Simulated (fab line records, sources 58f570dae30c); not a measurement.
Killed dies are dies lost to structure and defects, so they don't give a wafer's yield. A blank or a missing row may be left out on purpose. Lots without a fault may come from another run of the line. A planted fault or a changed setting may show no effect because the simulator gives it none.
A struck lot beside a sound one | flow berkeley_cmos170 | 14 steps out of a route of 331
Sound: wafers L926.4, L926.5, L926.6. Struck: wafers L925.1, L925.2, L925.5. The cause comes at the end.
At each step with rows: each side's tool, then ch and its chambers, then its first start. Under that, the readings that differ: sound wafers | struck wafers | difference of the means | sigmas: that difference in standard deviations of wafers without a fault.
alike: readings whose means differ by less than 2 such deviations, and words and numbers that are the same on both sides. not compared: withheld readings, readings that some wafer has no value for, bounds like >300 that may hide the same value, and numbers for which the record gives no deviation and whose values overlap.
The two part at a step that has a row with sigmas, a row that says differs or no value, or rows on one side only. Numbers that don't overlap but have no deviation are shown without sigmas and don't part them. A reading that every wafer of one side lacks parts them only if that side has two wafers or more.

first, 1 step without rows for these wafers: UCB170_M1_ANNEAL_14 (time 1200 s).
UCB170_V1_CVD_00: deposits SiO2 from TEOS/O2, target thk 2000 nm, time 250 s.
  sound on pecvd-02 ch 0,1,2, day 12 12:49; struck on pecvd-04 ch 0,1, day 12 11:24
  alike: heater_power_w
UCB170_V1_THK_MEAS_01:
  sound on film_metro-01, day 12 12:55; struck on film_metro-01, day 12 11:34
  alike: V1_TEOS_THK
UCB170_V1_CMP_02: polishes SiO2.
  sound on cmp-01 ch 0,1,3, day 12 13:03; struck on cmp-02 ch 2,3, day 12 11:40
  alike: motor_current_A
UCB170_V1_BOW_MEAS_03:
  sound on film_metro-03, day 12 13:19; struck on film_metro-04, day 12 11:55
  alike: V1_BOW
UCB170_V1_THK_MEAS_04:
  sound on film_metro-03, day 12 13:24; struck on film_metro-04, day 12 12:02
  alike: V1_POLISHED_THK
then, 6 steps without rows for these wafers: UCB170_V1_CLEAN_05 (cleans in DIW); UCB170_V1_HMDS_06 (prime time 60 s); UCB170_V1_COAT_07 (resist thk 900 nm); UCB170_V1_SOFTBAKE_08 (time 60 s); UCB170_V1_EXPOSE_09 (exposes mask VIA1, target cd 700 nm); UCB170_V1_PEB_10.
UCB170_V1_DEVELOP_11: develop time 45 s.
  sound on litho_track-02 ch 0, day 12 17:00; struck on litho_track-04, day 12 17:00
  no value came back on the struck wafers for chill_plate_temp_C (C), develop_time_s (s); on the sound wafers chill_plate_temp_C (C) reads 22.96 23.11 23.00
  reading                             | sound             | struck            | difference | sigmas
  model.KrF_of_V1_COAT_07.thk_nm (nm) | 885.2 885.5 888.2 | 902.6 899.9 902.7 | +15.4      |
UCB170_V1_CD_MEAS_12: target cd 700 nm.
  sound on cd_sem-02, day 12 17:28; struck on cd_sem-01, day 12 17:17
  reading    | sound             | struck | difference                    | sigmas
  cd_nm (nm) | 698.5 697.5 698.5 | - - -  | no value on the struck wafers |

WHERE THEY PART
First at UCB170_V1_DEVELOP_11; last, within this record, at UCB170_V1_CD_MEAS_12.

WHY: what the simulator had put in
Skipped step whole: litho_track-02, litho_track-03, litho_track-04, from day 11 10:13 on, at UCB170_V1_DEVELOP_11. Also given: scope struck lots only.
